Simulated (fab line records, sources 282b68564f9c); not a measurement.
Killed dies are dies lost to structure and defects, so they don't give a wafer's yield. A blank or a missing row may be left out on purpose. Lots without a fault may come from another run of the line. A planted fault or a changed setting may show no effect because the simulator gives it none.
Split-lot experiment | flow rit_cmos | 4 lots, 21 wafers read, on a route of 202 steps

THE SPLIT
At RIT_M1_DEVELOP_08 (develop time 68 s), the setting develop_time_s was moved away from the recipe's 68 s on 9 of the 21 wafers read, by -12.2% to +13.6%. The other wafers ran this setting at the recipe's value.

FROM THE SPLIT TO THE READING: what the file shows between them, 5 steps
- RIT_M1_CD_MEAS_09: target cd 2600 nm
- RIT_M1_HARDBAKE_11: time 120 s (also split here: temp_c)
- RIT_M1_METAL_ETCH_12: etches Al in Cl2/BCl3, stops on SiO2, time 165 s, target depth 600 nm
- RIT_M1_STRIP_13: strips in nmp, time 600 s
- RIT_M1_STRIP_14: strips in O2, time 180 s

THE READING
cd_nm, in nm, at RIT_M1_CD_MEAS_90 (target cd 2600 nm). Fault-free wafers of this fab line usually give 2598.9 nm, standard deviation 2.7 nm.

wafer  | tool, chamber at the split | develop_time_s as run, s | against the recipe | cd_nm, nm | against lot-mates on the recipe
L078.2 | litho_track-04, 0          | 68                       | recipe             | 2603.4    | -
L078.5 | litho_track-04, 0          | 68                       | recipe             | 2599.6    | -
L078.6 | litho_track-04, 0          | 68                       | recipe             | 2600.6    | -
L080.1 | litho_track-02, 0          | 65.03                    | -4.4%              | 2607.0    | +5.8
L080.2 | litho_track-02, 0          | 65.03                    | -4.4%              | 2603.6    | +2.4
L080.3 | litho_track-02, 0          | 68                       | recipe             | 2597.0    | -
L080.4 | litho_track-02, 0          | 68                       | recipe             | 2603.6    | -
L080.5 | litho_track-02, 0          | 65.03                    | -4.4%              | 2604.4    | +3.2
L080.6 | litho_track-02, 0          | 68                       | recipe             | 2603.1    | -
L081.1 | litho_track-04, 0          | 68                       | recipe             | 2601.4    | -
L081.2 | litho_track-04, 0          | 59.72                    | -12.2%             | 2610.5    | +10.0
L081.3 | litho_track-04, 0          | 59.72                    | -12.2%             | 2610.4    | +9.9
L081.4 | litho_track-04, 0          | 59.72                    | -12.2%             | 2612.6    | +12.1
L081.5 | litho_track-04, 0          | 68                       | recipe             | 2600.9    | -
L081.6 | litho_track-04, 0          | 68                       | recipe             | 2599.1    | -
L085.1 | litho_track-03, 0          | 68                       | recipe             | 2598.7    | -
L085.2 | litho_track-03, 0          | 77.25                    | +13.6%             | 2585.7    | -12.3
L085.3 | litho_track-03, 0          | 77.25                    | +13.6%             | 2588.3    | -9.7
L085.4 | litho_track-03, 0          | 68                       | recipe             | 2596.6    | -
L085.5 | litho_track-03, 0          | 68                       | recipe             | 2598.7    | -
L085.6 | litho_track-03, 0          | 77.25                    | +13.6%             | 2587.5    | -10.5

THE FIT
A straight line over all 21 wafers: cd_nm changes by -0.941 nm for each +1% of develop_time_s; r = -0.96; the points scatter about the line by 2 nm.
The same after taking each lot's own level away (the mean of its wafers on the recipe; 21 wafers): -0.833 nm for each +1%; r = -0.96; scatter 1.7 nm.
On that fit, the largest move of develop_time_s shifts the reading by 11 nm.
The lots' own levels span 2598.00 to 2601.23 nm, that is 1.2 times the standard deviation above.
So the lot-to-lot level changes the slope: the two fits differ.
Check: with one of the wafers moved furthest among these (+13.6%) left out of the fit, the line predicts -10.8 nm for it against its lot-mates. It came out at -12.3 nm against them.

OTHER SPLITS ON THESE WAFERS
These wafers also went through other splits before the reading. Each is held against what the fit with the lots' levels taken away leaves over:
other split on the same wafers  | wafers away from the commonest value | r with cd_nm (lot level and that fit taken away)
RIT_PSD_IMPLANT_08 dose_cm2     | 3                                    | +0.24
RIT_SILICIDE_SPUTTER_01 power_w | 6                                    | +0.00
RIT_M1_SPUTTER_00 power_w       | 9                                    | +0.03
RIT_M1_HARDBAKE_11 temp_c       | 6                                    | -0.09

THE WHOLE CHAIN: every reading that the file lists as answering this split, in the file's order
step              | what it does      | reading | change (the file's fit)               | r (the file's)
RIT_M1_CD_MEAS_09 | target cd 2600 nm | cd_nm   | -0.899 nm for each +1% of the setting | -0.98
RIT_M1_CD_MEAS_90 | target cd 2600 nm | cd_nm   | -0.832 nm for each +1% of the setting | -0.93

THE FILE'S OWN FIT
cd_nm changes by -0.832 nm for each +1% of develop_time_s, r = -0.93.
